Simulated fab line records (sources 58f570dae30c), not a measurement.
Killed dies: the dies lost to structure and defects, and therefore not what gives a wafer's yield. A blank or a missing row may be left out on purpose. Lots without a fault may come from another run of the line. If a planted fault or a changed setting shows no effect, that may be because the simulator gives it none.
Which tool was responsible? | flow berkeley-cmos170 | 39 wafers from 13 lots sampled at 6 of the route's 331 steps

## WHAT THE GAUGES SHOWED, per wafer
UCB170_SILICIDE_RS_MEAS_02: uses a four-point probe to measure. Usual: SILICIDE_TI_RS typically reads 25.9 ohm/sq, with standard deviation 0.33.
lot  | measured     | on            | SILICIDE_TI_RS (ohm/sq) | flag
L532 | day 7 06:28  | film-metro-01 | 25.8 26.0 25.9          |
L531 | day 7 06:40  | film-metro-02 | 26.0 26.1 25.9          |
L535 | day 7 13:28  | film-metro-04 | 26.0 25.5 25.8          |
L533 | day 7 13:29  | film-metro-01 | 25.7 25.7 25.9          |
L534 | day 7 13:47  | film-metro-04 | 25.9 26.2 25.9          |
L537 | day 7 15:38  | film-metro-04 | 26.0 26.1 25.8          |
L538 | day 8 09:32  | film-metro-04 | 25.4 25.5 25.4          |
L545 | day 9 09:56  | film-metro-01 | 25.2 25.6 25.3          |
L542 | day 9 19:26  | film-metro-04 | 26.1 25.8 26.1          |
L549 | day 10 14:11 | film-metro-02 | 25.6 25.7 25.8          |
L550 | day 11 02:32 | film-metro-01 | 26.2 26.5 26.6          |
L551 | day 11 15:47 | film-metro-04 | 25.8 26.0 25.8          |
L552 | day 11 16:02 | film-metro-04 | 25.9 25.9 26.1          |

UCB170_V2_OVL_MEAS_13. Usual: V2_OVL typically reads 1 nm, with standard deviation 5.6.
lot  | measured     | on         | V2_OVL (nm) | flag
L532 | day 8 00:11  | overlay-02 | 9 4 8       |
L531 | day 8 03:19  | overlay-02 | -3 -3 5     |
L535 | day 8 11:37  | overlay-02 | 3 3 1       |
L533 | day 8 10:53  | overlay-01 | 4 1 11      |
L534 | day 8 12:06  | overlay-01 | 1 -1 4      |
L537 | day 8 11:51  | overlay-01 | 6 19 12     |
L538 | day 9 06:35  | overlay-02 | -5 -1 -5    |
L545 | day 10 06:30 | overlay-02 | 1 0 -9      |
L542 | day 11 00:01 | overlay-01 | 4 13 9      |
L549 | day 11 13:31 | overlay-02 | 0 -2 1      |
L550 | day 11 22:25 | overlay-01 | 11 12 4     |
L551 | day 12 11:41 | overlay-02 | 1 13 2      |
L552 | day 12 14:46 | overlay-02 | -1 4 -5     |

UCB170_M3_RS_MEAS_02: uses a four-point probe to measure. Usual: M3_AL_RS typically reads 0.0323 ohm/sq, with standard deviation 0.00036.
lot  | measured     | on            | M3_AL_RS (ohm/sq)    | flag
L532 | day 8 00:52  | film-metro-01 | 0.0317 0.0312 0.0317 |
L531 | day 8 03:53  | film-metro-03 | 0.0317 0.0322 0.0321 |
L535 | day 8 12:13  | film-metro-01 | 0.0320 0.0317 0.0317 |
L533 | day 8 11:31  | film-metro-03 | 0.0320 0.0321 0.0322 |
L534 | day 8 12:41  | film-metro-02 | 0.0323 0.0322 0.0325 |
L537 | day 8 12:26  | film-metro-03 | 0.0324 0.0321 0.0326 |
L538 | day 9 07:11  | film-metro-01 | 0.0329 0.0325 0.0333 |
L545 | day 10 07:05 | film-metro-03 | 0.0319 0.0327 0.0325 |
L542 | day 11 00:37 | film-metro-01 | 0.0325 0.0326 0.0228 | OFF
L549 | day 11 14:10 | film-metro-02 | 0.0327 0.0326 0.0321 |
L550 | day 11 23:01 | film-metro-01 | 0.0318 0.0324 0.0323 |
L551 | day 12 12:23 | film-metro-02 | 0.0324 0.0325 0.0322 |
L552 | day 12 15:32 | film-metro-02 | 0.0321 0.0320 0.0321 |

UCB170_M3_THK_MEAS_03: measures by xrf. Usual: M3_AL_THK typically reads 896 nm, with standard deviation 11.
lot  | measured     | on            | M3_AL_THK (nm) | flag
L532 | day 8 00:59  | film-metro-01 | 912 931 916    |
L531 | day 8 04:01  | film-metro-03 | 911 892 901    |
L535 | day 8 12:20  | film-metro-01 | 901 910 913    |
L533 | day 8 11:37  | film-metro-03 | 895 904 897    |
L534 | day 8 12:48  | film-metro-02 | 892 900 892    |
L537 | day 8 12:34  | film-metro-03 | 894 902 887    |
L538 | day 9 07:18  | film-metro-01 | 880 890 867    |
L545 | day 10 07:13 | film-metro-03 | 903 884 891    |
L542 | day 11 00:44 | film-metro-01 | 889 893 1262   | OFF
L549 | day 11 14:17 | film-metro-02 | 880 881 902    |
L550 | day 11 23:07 | film-metro-01 | 914 893 903    |
L551 | day 12 12:29 | film-metro-02 | 889 895 895    |
L552 | day 12 15:38 | film-metro-02 | 897 902 897    |

## TOOL THAT RAN EACH LOT (tool first, then ch and the chambers of the sampled wafers, then the start)
lot  | UCB170_M1_STRIP_13                   | UCB170_M3_SPUTTER_01
L532 | plasma-asher-03 ch 0,1, day 7 14:08  | pvd-sputter-02, day 8 00:47
L531 | plasma-asher-01 ch 0,1, day 7 16:43  | pvd-sputter-01, day 8 03:49
L535 | plasma-asher-03 ch 0,1, day 7 20:50  | pvd-sputter-01, day 8 12:07
L533 | plasma-asher-02 ch 0,1, day 7 20:40  | pvd-sputter-02, day 8 11:23
L534 | plasma-asher-01 ch 0,1, day 7 21:27  | pvd-sputter-04, day 8 12:36
L537 | plasma-asher-01 ch 0,1, day 7 22:25  | pvd-sputter-02, day 8 12:22
L538 | plasma-asher-03 ch 0,1, day 8 16:30  | pvd-sputter-01, day 9 07:05
L545 | plasma-asher-01 ch 0,1, day 9 17:34  | pvd-sputter-04, day 10 07:01
L542 | plasma-asher-02 ch 0,1, day 10 04:55 | pvd-sputter-01, day 11 00:31
L549 | plasma-asher-03 ch 0,1, day 11 00:22 | pvd-sputter-04, day 11 14:04
L550 | plasma-asher-03 ch 0,1, day 11 09:37 | pvd-sputter-04, day 11 22:54
L551 | plasma-asher-01 ch 0,1, day 11 23:20 | pvd-sputter-04, day 12 12:10
L552 | plasma-asher-03 ch 0,1, day 12 01:35 | pvd-sputter-02, day 12 15:25
- UCB170_M1_STRIP_13: strips in O2.
- UCB170_M3_SPUTTER_01: material Al, target thk 900 nm, time 120 s.

## WHAT THE TOOLS THEMSELVES READ (means of the sampled wafers that have a number; where no wafer has one, the mark that the record gives instead)
UCB170_M1_STRIP_13. Usual: drypump-motor-current-A 5.5 A, standard deviation 0.5; o2-flow-sccm 400.0 sccm, standard deviation 1.3; oes-product-au 0.720 a.u., standard deviation 0.0047.
lot  | tool            | drypump-motor-current-A (A) | o2-flow-sccm (sccm) | oes-product-au (a.u.) | flag
L532 | plasma-asher-03 | 5.0                         | 401.2               | 0.719                 |
L531 | plasma-asher-01 | 5.9                         | 402.0               | 0.719                 |
L535 | plasma-asher-03 | 4.9                         | 398.9               | 0.723                 |
L533 | plasma-asher-02 | 5.9                         | 401.1               | 0.719                 |
L534 | plasma-asher-01 | 5.9                         | 400.1               | 0.719                 |
L537 | plasma-asher-01 | 5.9                         | 400.8               | 0.720                 |
L538 | plasma-asher-03 | 5.0                         | 400.4               | 0.725                 |
L545 | plasma-asher-01 | 6.0                         | 399.9               | 0.724                 |
L542 | plasma-asher-02 | 5.8                         | 400.4               | 0.721                 |
L549 | plasma-asher-03 | 5.0                         | 399.4               | 0.722                 |
L550 | plasma-asher-03 | 5.0                         | 399.1               | 0.720                 |
L551 | plasma-asher-01 | 5.9                         | 400.0               | 0.723                 |
L552 | plasma-asher-03 | 5.0                         | 400.9               | 0.718                 |

UCB170_M3_SPUTTER_01. Usual: throttle-valve-pct reads 30.3 % (standard deviation 1).
lot  | tool           | throttle-valve-pct (%) | flag
L532 | pvd-sputter-02 | 29.6                   |
L531 | pvd-sputter-01 | 30.8                   |
L535 | pvd-sputter-01 | 31.2                   |
L533 | pvd-sputter-02 | 29.8                   |
L534 | pvd-sputter-04 | 30.5                   |
L537 | pvd-sputter-02 | 29.3                   |
L538 | pvd-sputter-01 | 31.6                   |
L545 | pvd-sputter-04 | 29.6                   |
L542 | pvd-sputter-01 | 31.2                   |
L549 | pvd-sputter-04 | 30.2                   |
L550 | pvd-sputter-04 | 30.2                   |
L551 | pvd-sputter-04 | 30.8                   |
L552 | pvd-sputter-02 | 29.8                   |

## THE ANSWER, worked out from the rows above alone
Rule: lot off if the mean of its wafers having a number is beyond 3 standard deviations from the usual mean. A lot without any number at a reading at which 4 lots or more have one is off too. Any other lot the step has rows for is counted as sound. First the gauges in route order, then the tools' own readings, where a lot's mean is used as printed above. The first step at which some lot is off is used, and at that step the reading that is off furthest; a lot without a number counts as furthest.
Off: L542, at UCB170_M3_RS_MEAS_02 (M3_AL_RS).
If a tool, at a process step before that reading, ran all the lots that are off and no sound lot after the first of them, it fits. Gauges at UCB170_M3_RS_MEAS_02: tried the same way as those tools. 2 tools fit, plasma-asher-02 at UCB170_M1_STRIP_13 and pvd-sputter-01 at UCB170_M3_SPUTTER_01, so this cannot tell which one it is.

## WHAT THE SIMULATOR HAD INSERTED
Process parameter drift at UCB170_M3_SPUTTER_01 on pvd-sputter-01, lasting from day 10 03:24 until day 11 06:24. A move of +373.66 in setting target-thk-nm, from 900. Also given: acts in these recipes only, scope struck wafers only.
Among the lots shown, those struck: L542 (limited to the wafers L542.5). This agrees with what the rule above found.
